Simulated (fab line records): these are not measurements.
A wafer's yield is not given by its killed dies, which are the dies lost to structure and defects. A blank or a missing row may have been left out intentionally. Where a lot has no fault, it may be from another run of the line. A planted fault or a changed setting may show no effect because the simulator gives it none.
Matching of chambers + flow berkeley_cmos170 + UCB170_V2_ETCH_14 on rie_diel-01: 4 sister chambers
The step etches SiO2 in CHF3/CF4/Ar, stops on Al, target depth 1250 nm, time 291 s. 14 wafers are shown with their chamber, then 7 later ones without.

## WAFERS WITH THEIR CHAMBER
| wafer  | chamber | drypump_motor_current_A (A) | throttle_valve_pct (%) | oes_product_au (a.u.) |
|--------|---------|-----------------------------|------------------------|-----------------------|
| L108.2 | 3       | 5.9                         | 6.91                   | 0.879                 |
| L108.4 | 1       | 5.8                         | 6.91                   | 0.887                 |
| L108.6 | 3       | 5.9                         | 6.91                   | 0.880                 |
| L111.3 | 2       | 5.3                         | 7.03                   | 0.877                 |
| L111.4 | 3       | 6.0                         | 6.91                   | 0.884                 |
| L111.5 | 1       | 5.8                         | 6.92                   | 0.883                 |
| L112.2 | 3       | 5.9                         | 6.91                   | 0.885                 |
| L112.4 | 2       | 5.3                         | 7.01                   | 0.878                 |
| L112.5 | 3       | 5.9                         | 6.90                   | 0.887                 |
| L115.2 | 2       | 5.3                         | 7.02                   | 0.877                 |
| L115.4 | 0       | 5.6                         | 6.79                   | 0.859                 |
| L115.5 | 1       | 5.8                         | 6.92                   | 0.888                 |
| L117.1 | 0       | 5.6                         | 6.79                   | 0.859                 |
| L117.3 | 3       | 6.0                         | 6.91                   | 0.880                 |

SIGNATURES (averages over the wafers above)
| reading                 | chamber 0 | chamber 1 | chamber 2 | chamber 3 | scatter within a chamber |
|-------------------------|-----------|-----------|-----------|-----------|--------------------------|
| drypump_motor_current_A | 5.600     | 5.800     | 5.300     | 5.933     | 0.0365                   |
| throttle_valve_pct      | 6.7900    | 6.9167    | 7.0200    | 6.9083    | 0.00592                  |
| oes_product_au          | 0.85900   | 0.88600   | 0.87733   | 0.88250   | 0.00261                  |
Rule: for a wafer and a chamber, the distance is found by dividing, reading by reading, the gap between the wafer's reading and the chamber's mean by the reading's scatter, squaring, summing and taking the root. The wafer belongs to the nearest chamber; if the next one is less than 2 further off, it can't be placed. The scatter: the root of (the sum of the squares of (reading less its chamber's mean) over the shown wafers, divided by (wafers less chambers)).

## WAFERS MISSING THEIR CHAMBER
| wafer  | drypump_motor_current_A (A) | throttle_valve_pct (%) | oes_product_au (a.u.) |
|--------|-----------------------------|------------------------|-----------------------|
| L117.4 | 5.3                         | 7.02                   | 0.881                 |
| L118.1 | 5.3                         | 7.02                   | 0.870                 |
| L118.2 | 5.6                         | 6.81                   | 0.860                 |
| L118.6 | 5.8                         | 6.94                   | 0.899                 |
| L125.3 | 5.3                         | 7.01                   | 0.872                 |
| L125.4 | 5.8                         | 6.91                   | 0.893                 |
| L125.5 | 5.3                         | 7.01                   | 0.878                 |

## WHICH CHAMBER EACH WENT THROUGH
| wafer  | from the rows above | in truth |
|--------|---------------------|----------|
| L117.4 | 2                   | 2        |
| L118.1 | 2                   | 2        |
| L118.2 | 0                   | 0        |
| L118.6 | 1                   | 1        |
| L125.3 | 2                   | 2        |
| L125.4 | 1                   | 1        |
| L125.5 | 2                   | 2        |
7 of 7 placed correctly. Can't be placed from these rows: 0. Wrongly placed: 0.
